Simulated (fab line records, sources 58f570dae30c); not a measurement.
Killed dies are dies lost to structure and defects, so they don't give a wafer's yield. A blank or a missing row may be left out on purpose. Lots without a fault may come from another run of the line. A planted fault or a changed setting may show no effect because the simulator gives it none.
Chamber matching | flow berkeley_cmos170 | UCB170_ACTIVE_CLEAN_00 on wet_bench-02: 4 sister chambers
The step cleans in SPM, time 600 s. 8 wafers are shown with their chamber, then 8 later ones without.

WAFERS WITH THEIR CHAMBER
wafer  | chamber | bath_heat_duty_pct (%) | bath_guard_temp_C (C)
L781.6 | 0       | 10.8                   | 119.3
L782.5 | 2       | 12.1                   | 120.0
L782.6 | 2       | 12.7                   | 120.1
L783.5 | 3       | 12.3                   | 120.4
L783.6 | 3       | 12.7                   | 119.8
L784.5 | 1       | 13.7                   | 120.3
L784.6 | 1       | 14.4                   | 120.1
L785.3 | 0       | 12.0                   | 119.4

WAFERS WITHOUT THEIR CHAMBER
wafer  | bath_heat_duty_pct (%) | bath_guard_temp_C (C)
L785.4 | 11.5                   | 119.4
L785.6 | 12.3                   | 119.7
L786.1 | 13.2                   | 119.8
L786.2 | 12.8                   | 119.6
L786.6 | 13.4                   | 119.9
L787.2 | 14.1                   | 120.0
L787.5 | 12.2                   | 119.9
L787.6 | 12.8                   | 119.8

WHICH CHAMBER EACH WENT THROUGH
wafer  | from the rows above               | in truth
L785.4 | 0                                 | 0
L785.6 | can't be placed: 2 or 3 or 0      | 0
L786.1 | can't be placed: 2 or 3 or 1 or 0 | 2
L786.2 | can't be placed: 2 or 3 or 0 or 1 | 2
L786.6 | can't be placed: 1 or 3 or 2      | 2
L787.2 | 1                                 | 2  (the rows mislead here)
L787.5 | can't be placed: 2 or 3           | 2
L787.6 | can't be placed: 2 or 3 or 1 or 0 | 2
Placed correctly: 1 of 8. Can't be placed from these rows: 6 (the true chamber is among the candidates in 6). Placed wrongly: 1.
How it was worked out, from the rows above alone: a wafer's distance from a chamber is the root of the sum, over the readings, of the square of ((its reading less the chamber's mean) divided by the reading's scatter). The wafer belongs to the nearest chamber; if the next one is less than 2 further off, it can't be placed. A chamber's mean is the mean of its shown wafers. The scatter: the root of (the sum of the squares of (reading less its chamber's mean) over the shown wafers, divided by (wafers less chambers)).
